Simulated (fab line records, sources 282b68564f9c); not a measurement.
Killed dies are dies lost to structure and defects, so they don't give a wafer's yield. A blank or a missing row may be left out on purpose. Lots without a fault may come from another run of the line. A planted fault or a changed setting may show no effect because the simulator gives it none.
Which tool did it? | flow rit_cmos | 15 lots, 45 wafers sampled, at 1 step of a route of 202

WHAT THE GAUGES READ, wafer by wafer
The record holds no reading of a measuring or inspecting step that can be judged against a usual standard deviation.

WHICH TOOL RAN EACH LOT (tool, then ch and the chambers of the sampled wafers, then the start)
lot  | RIT_GATE_OXIDATION_05
L192 | furnace-02 ch 0, day 2 14:26
L194 | furnace-01 ch 0, day 3 02:56
L195 | furnace-01 ch 0, day 3 07:23
L196 | furnace-02 ch 0, day 3 12:28
L197 | furnace-01, day 3 14:03
L198 | furnace-02, day 3 19:03
L199 | furnace-01, day 3 21:03
L204 | furnace-01 ch 0, day 4 21:48
L206 | furnace-02 ch 0, day 5 06:03
L207 | furnace-02 ch 0, day 5 12:54
L209 | furnace-01 ch 0, day 5 21:35
L210 | furnace-02 ch 0, day 6 03:25
L212 | furnace-03 ch 0, day 6 12:38
L213 | furnace-02 ch 0, day 6 16:33
L214 | furnace-02 ch 0, day 6 22:43
- RIT_GATE_OXIDATION_05: target thk 3 nm, ox time 270 s.

WHAT THE TOOLS THEMSELVES READ (means of the sampled wafers that have a number; where no wafer has one, the mark that the record gives instead)
RIT_GATE_OXIDATION_05.
lot  | tool       | ox_temp_c (C) | ox_temp_c_max | spike_tc_centre_C (C)
L192 | furnace-02 | 900.6         | 905.1         | 901.8
L194 | furnace-01 | 899.6         | 906.0         | 903.1
L195 | furnace-01 | 899.3         | 905.5         | 903.8
L196 | furnace-02 | 899.8         | 904.1         | 901.1
L197 | furnace-01 | -             | -             | -
L198 | furnace-02 | -             | -             | -
L199 | furnace-01 | -             | -             | -
L204 | furnace-01 | 899.7         | 906.2         | 903.0
L206 | furnace-02 | 899.8         | 904.7         | 902.2
L207 | furnace-02 | 899.6         | 904.1         | 902.1
L209 | furnace-01 | 900.4         | 906.7         | 902.4
L210 | furnace-02 | 900.3         | 904.2         | 901.4
L212 | furnace-03 | 900.0         | 903.4         | 901.2
L213 | furnace-02 | 900.4         | 904.8         | 901.0
L214 | furnace-02 | 899.7         | 904.4         | 903.8

THE ANSWER, worked out from the rows above alone
Rule: what is usual is taken from the lots themselves. Put in order of their means at a reading, lots are off if they are a third of the lots or fewer, leave a main group of 4 or more, and stand apart from it by a gap of 3 or more times the standard deviation of the main group's means; of several such gaps the widest counts. A main group whose means are all the same, to the digits that the tables above print for the reading, isn't used. A lot without any number at a reading at which 4 lots or more have one is off too. The other lots that the step has rows for count as sound. The gauges are gone through in route order, then the tools' own readings, and for those a lot's mean is taken as printed above. The first step at which some lot is off is used, and at that step the reading that is off furthest; a lot without a number counts as furthest.
Off: L197, L198, L199, at RIT_GATE_OXIDATION_05 (ox_temp_c). Without a number there: L197, L198, L199. The main group: mean 899.9 C, standard deviation 0.39.
A tool fits if, at that step or a process step before it, it ran every lot that is off, and no sound lot after the first of them. None of those tried fits.

WHAT THE SIMULATOR HAD PUT IN
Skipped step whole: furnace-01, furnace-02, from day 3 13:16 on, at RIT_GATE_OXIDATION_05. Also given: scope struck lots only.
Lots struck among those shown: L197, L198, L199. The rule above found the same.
